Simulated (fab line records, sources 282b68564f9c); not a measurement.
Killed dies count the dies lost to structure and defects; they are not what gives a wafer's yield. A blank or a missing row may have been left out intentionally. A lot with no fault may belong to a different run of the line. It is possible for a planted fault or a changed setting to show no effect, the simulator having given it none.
Which tool did it? -- flow rit cmos -- 14 lots, 42 wafers sampled, at 7 steps of a route of 202

## WHAT EACH GAUGE READ, for each wafer
RIT_NWELL_TW_MEAS_10. Usual: for NWELL_TW the level is 2150 and the standard deviation is 15.
lot,measured,on,NWELL_TW,flag
L767,day 2 01:54,film metro-04,2138 2140 2149,
L768,day 2 06:53,film metro-03,2136 2153 2143,
L769,day 2 12:20,film metro-01,2193 2178 2183,
L770,day 2 18:34,film metro-03,2146 2130 2138,
L773,day 3 08:31,film metro-03,2151 2154 2156,
L774,day 3 12:53,film metro-04,2168 2165 2160,
L775,day 3 19:03,film metro-01,2150 2164 2159,
L782,day 5 05:58,film metro-03,2149 2136 2135,
L783,day 5 11:28,film metro-04,2157 2138 2147,
L784,day 5 15:40,film metro-03,2144 2145 2150,
L786,day 6 01:00,film metro-01,2150 2161 2139,
L787,day 6 06:25,film metro-03,2127 2118 2134,
L788,day 6 11:35,film metro-04,2155 2144 2146,
L789,day 6 16:16,film metro-04,2143 2143 2144,

RIT_NLDD_OVL_MEAS_06. Usual: for NLDD_OVL the level is 0.1 nm and the standard deviation is 1.5.
lot,measured,on,NLDD_OVL (nm),flag
L767,day 2 22:36,overlay-01,-1.6 -1.4 0.7,
L768,day 3 03:04,overlay-02,-0.4 0.8 2.3,
L769,day 3 08:25,overlay-01,-1.4 -0.4 -0.9,
L770,day 3 14:38,overlay-01,0.3 1.5 0.7,
L773,day 4 03:52,overlay-01,- - -,OFF
L774,day 4 10:04,overlay-02,- - -,OFF
L775,day 4 15:47,overlay-01,-0.8 -0.3 0.0,
L782,day 6 02:13,overlay-01,1.4 1.0 3.2,
L783,day 6 07:07,overlay-02,-1.7 -2.5 -3.1,
L784,day 6 11:40,overlay-02,-0.9 -1.4 -0.4,
L786,day 6 21:50,overlay-01,-1.4 -3.1 -0.9,
L787,day 7 03:02,overlay-01,-0.5 -1.1 0.0,
L788,day 7 07:31,overlay-01,0.3 -0.8 0.9,
L789,day 7 11:43,overlay-02,1.2 1.4 1.3,

RIT_PLDD_TW_MEAS_10. Usual: for PLDD_TW the level is 2347 and the standard deviation is 12.
lot,measured,on,PLDD_TW,flag
L767,day 3 00:32,film metro-04,2351 2361 2359,
L768,day 3 05:08,film metro-02,2328 2320 2335,
L769,day 3 10:21,film metro-04,2365 2364 2352,
L770,day 3 16:47,film metro-04,2355 2356 2350,
L773,day 4 05:59,film metro-02,2875 2879 2881,OFF
L774,day 4 11:59,film metro-02,2870 2879 2889,OFF
L775,day 4 17:52,film metro-01,2369 2361 2373,
L782,day 6 04:17,film metro-02,2345 2344 2344,
L783,day 6 09:26,film metro-01,2340 2353 2343,
L784,day 6 13:37,film metro-01,2350 2340 2354,
L786,day 6 23:46,film metro-01,2341 2353 2330,
L787,day 7 05:05,film metro-02,2336 2331 2337,
L788,day 7 09:36,film metro-01,2362 2359 2342,
L789,day 7 13:59,film metro-01,2370 2358 2364,

RIT_NSD_TW_MEAS_10. Usual: for NSD_TW the level is 3135 and the standard deviation is 17.
lot,measured,on,NSD_TW,flag
L767,day 3 04:35,film metro-01,3150 3155 3160,
L768,day 3 09:13,film metro-02,3119 3127 3113,
L769,day 3 14:18,film metro-01,3149 3147 3138,
L770,day 3 20:50,film metro-04,3142 3149 3140,
L773,day 4 10:08,film metro-01,3349 3364 3380,OFF
L774,day 4 16:59,film metro-01,3354 3366 3338,OFF
L775,day 4 21:51,film metro-02,3158 3142 3154,
L782,day 6 08:20,film metro-02,3143 3146 3120,
L783,day 6 13:21,film metro-04,3118 3119 3126,
L784,day 6 18:38,film metro-01,3134 3130 3130,
L786,day 7 03:49,film metro-04,3104 3103 3094,
L787,day 7 09:01,film metro-01,3152 3137 3132,
L788,day 7 13:43,film metro-02,3119 3133 3123,
L789,day 7 18:03,film metro-02,3129 3137 3128,

RIT_CONTACT_CD_MEAS_90: the cd target is 1000 nm. Usual: cd nm 1000.3 nm, standard deviation 1.9.
lot,measured,on,cd nm (nm),flag
L767,day 3 09:31,cd sem-02,1001.9 1000.9 1002.4,
L768,day 3 14:09,cd sem-01,1001.7 1002.8 1000.8,
L769,day 3 19:13,cd sem-02,1000.3 1000.3 997.7,
L770,day 4 01:38,cd sem-02,1001.7 1000.6 1002.4,
L773,day 4 14:49,cd sem-02,997.6 1000.2 998.4,
L774,day 4 22:02,cd sem-01,999.6 999.3 1000.4,
L775,day 5 02:54,cd sem-01,999.3 999.8 1001.5,
L782,day 6 13:11,cd sem-01,999.3 998.5 997.7,
L783,day 6 18:17,cd sem-01,1002.7 1004.3 1002.8,
L784,day 6 23:26,cd sem-02,996.9 998.9 998.1,
L786,day 7 08:37,cd sem-01,998.6 998.4 999.8,
L787,day 7 13:52,cd sem-01,998.6 1000.1 999.9,
L788,day 7 18:25,cd sem-01,1000.1 998.3 1001.0,
L789,day 7 22:50,cd sem-01,997.7 999.9 999.2,

## WHAT TOOL EACH LOT RAN ON (gives the tool, then ch and the chambers of the sampled wafers, and finally the start)
lot,RIT_PRETRO_STRIP_09,RIT_NLDD_COAT_01
L767,"plasma asher-04 ch 0,1, day 2 11:58","litho track-01 ch 0, day 2 21:56"
L768,"plasma asher-04 ch 0,1, day 2 17:07","litho track-03 ch 0, day 3 02:22"
L769,"plasma asher-04 ch 1, day 2 22:29","litho track-04 ch 0, day 3 07:35"
L770,"plasma asher-03 ch 0,1, day 3 04:46","litho track-03 ch 0, day 3 13:58"
L773,"plasma asher-03 ch 0,1, day 3 18:39","litho track-01, day 4 03:10"
L774,"plasma asher-04 ch 0,1, day 3 22:56","litho track-04, day 4 09:17"
L775,"plasma asher-03 ch 0,1, day 4 05:24","litho track-03 ch 0, day 4 15:02"
L782,"plasma asher-04 ch 0,1, day 5 15:53","litho track-04 ch 0, day 6 01:31"
L783,"plasma asher-04 ch 0,1, day 5 21:36","litho track-04 ch 0, day 6 06:20"
L784,"plasma asher-04 ch 0,1, day 6 01:58","litho track-01 ch 0, day 6 10:53"
L786,"plasma asher-03 ch 0,1, day 6 11:04","litho track-01 ch 0, day 6 21:09"
L787,"plasma asher-02 ch 0,1, day 6 17:28","litho track-04 ch 0, day 7 02:13"
L788,"plasma asher-03 ch 0,1, day 6 21:42","litho track-04 ch 0, day 7 06:43"
L789,"plasma asher-03 ch 0,1, day 7 02:22","litho track-03 ch 0, day 7 11:01"
- RIT_PRETRO_STRIP_09: strips in O2, time 180 s.
- RIT_NLDD_COAT_01: resist thk 1000 nm.

## AS READ BY THE TOOLS THEMSELVES (means over the sampled wafers that have a number; for cases with no such wafer, the mark the record gives instead)
RIT_PRETRO_STRIP_09. Usual: drypump motor current A 5.4 A, standard deviation 0.35; rf refl power W 7.6 W, standard deviation 1.2.
lot,tool,drypump motor current A (A),rf refl power W (W),flag
L767,plasma asher-04,5.3,7.4,
L768,plasma asher-04,5.3,7.6,
L769,plasma asher-04,5.0,6.2,
L770,plasma asher-03,5.7,8.7,
L773,plasma asher-03,5.7,8.6,
L774,plasma asher-04,5.1,6.9,
L775,plasma asher-03,5.6,8.6,
L782,plasma asher-04,5.1,7.0,
L783,plasma asher-04,5.3,7.8,
L784,plasma asher-04,5.3,7.5,
L786,plasma asher-03,5.8,8.3,
L787,plasma asher-02,5.2,5.7,
L788,plasma asher-03,5.8,8.2,
L789,plasma asher-03,5.7,8.6,

RIT_NLDD_COAT_01. Usual: chill plate temp C 23.00 C, standard deviation 0.11; dispense pressure kPa 49 kPa, standard deviation 3.4.
lot,tool,chill plate temp C (C),dispense pressure kPa (kPa),flag
L767,litho track-01,22.93,45,
L768,litho track-03,23.11,53,
L769,litho track-04,22.99,47,
L770,litho track-03,22.98,53,
L773,litho track-01,-,-,OFF
L774,litho track-04,-,-,OFF
L775,litho track-03,23.00,53,
L782,litho track-04,23.02,47,
L783,litho track-04,22.96,47,
L784,litho track-01,23.10,45,
L786,litho track-01,23.02,45,
L787,litho track-04,22.94,47,
L788,litho track-04,22.88,47,
L789,litho track-03,23.09,53,

## THE ANSWER, worked out from the rows above alone
Rule: a lot is off if the mean of its wafers that have a number lies more than 3 standard deviations from the usual mean. Also off: a lot with no number at a reading for which 4 or more lots have one. Any other lot the step has rows for is counted as sound. After the gauges, taken in route order, come the tools' own readings; for these a lot's mean is taken, as printed above. The first step at which some lot is off is used, and at that step the reading that is off furthest; a lot without a number counts as furthest.
Off: L773, L774, at RIT_NLDD_OVL_MEAS_06 (NLDD_OVL). Without a number there: L773, L774.
If a tool, at a process step before that reading, ran all the lots that are off and no sound lot after the first of them, it fits. The gauges at RIT_NLDD_OVL_MEAS_06 aren't tried: what is off there is off at RIT_PLDD_TW_MEAS_10 too, on other tools, and a gauge's error can't cause that. Of those tried, none fits.

## WHAT THE SIMULATOR HAD INSERTED
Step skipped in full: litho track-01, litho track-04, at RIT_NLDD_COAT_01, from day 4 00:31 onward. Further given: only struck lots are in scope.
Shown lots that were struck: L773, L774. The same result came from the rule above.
